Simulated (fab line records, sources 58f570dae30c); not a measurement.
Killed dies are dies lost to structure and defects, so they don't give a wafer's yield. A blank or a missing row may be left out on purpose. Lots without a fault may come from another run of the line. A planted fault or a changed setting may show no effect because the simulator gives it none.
Problem report in the 8D (eight disciplines) form, filled by code | flow berkeley_cmos170 | the parts of the form that need people (team, actions taken, sign-off) are left out

1. THE PROBLEM
beam_energy_keV at UCB170_NVT_IMPLANT_07 reads a mean of 48.971 on 6 wafers of 2 lots; wafers without a fault read 49.997 with a standard deviation of 0.016. That is -64 standard deviations from the usual mean.
First seen on wafer L287.2, day 8 15:35, on implanter-02. The record holds 18 wafers of 6 lots with a number at this step. Rule for "out", or "out of limits": more than 4 standard deviations from the usual mean. The other wafers with a number count as sound.

2. WHAT IT IS AND WHAT IT IS NOT
question                    | is                     | is not
which readings at this step | beam_energy_keV        | -
which lots                  | L287, L288             | L280, L281, L294, L296
which wafers of those lots  | all that have a number | -
read on which tools         | implanter-02           | implanter-03
when                        | from day 8 15:35       | up to then (6 sound wafers); but 6 sound wafers of L294, L296 came after

3. SUSPECTS, AND WHAT RULES EACH OUT
Counting: a tool at a process step up to the reading stays a suspect if it ran every lot that is out and no sound lot after the first of them.
- implanter-02 at UCB170_NVT_IMPLANT_07: kept. It ran every lot that is out, first L287 (day 8 15:35), and no sound lot after that; its last sound lot up to then is L281 (day 7 07:51). Its own readings are out on those wafers: beam_energy_keV.
Left after counting: implanter-02 at UCB170_NVT_IMPLANT_07.

4. THE CAUSE (what the simulator had put in)
Process parameter drift: implanter-02, from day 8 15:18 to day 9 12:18, at UCB170_NVT_IMPLANT_07. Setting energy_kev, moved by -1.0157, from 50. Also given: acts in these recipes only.
Counting left only this tool.

5. THE CHAIN OF EFFECTS, in route order
Each row: a reading whose mean over the struck wafers that have a number lies more than 3 standard deviations from the usual. Only readings for which the record gives a usual standard deviation are gone through. hours: the time from each lot's start at the first step in this table that gives one to its start at this step, as a median over the lots. sigmas: the change in usual standard deviations.
hours | step                  | reading         | usual  | on struck wafers | change | sigmas
0     | UCB170_NVT_IMPLANT_07 | beam_energy_keV | 49.997 | 48.971           | -1.026 | -64
The process steps in it:
- UCB170_NVT_IMPLANT_07

6. WHAT WOULD HAVE CAUGHT IT SOONER
In this record the first reading out of limits was taken at day 8 15:35, 0 hours after the fault began at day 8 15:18.
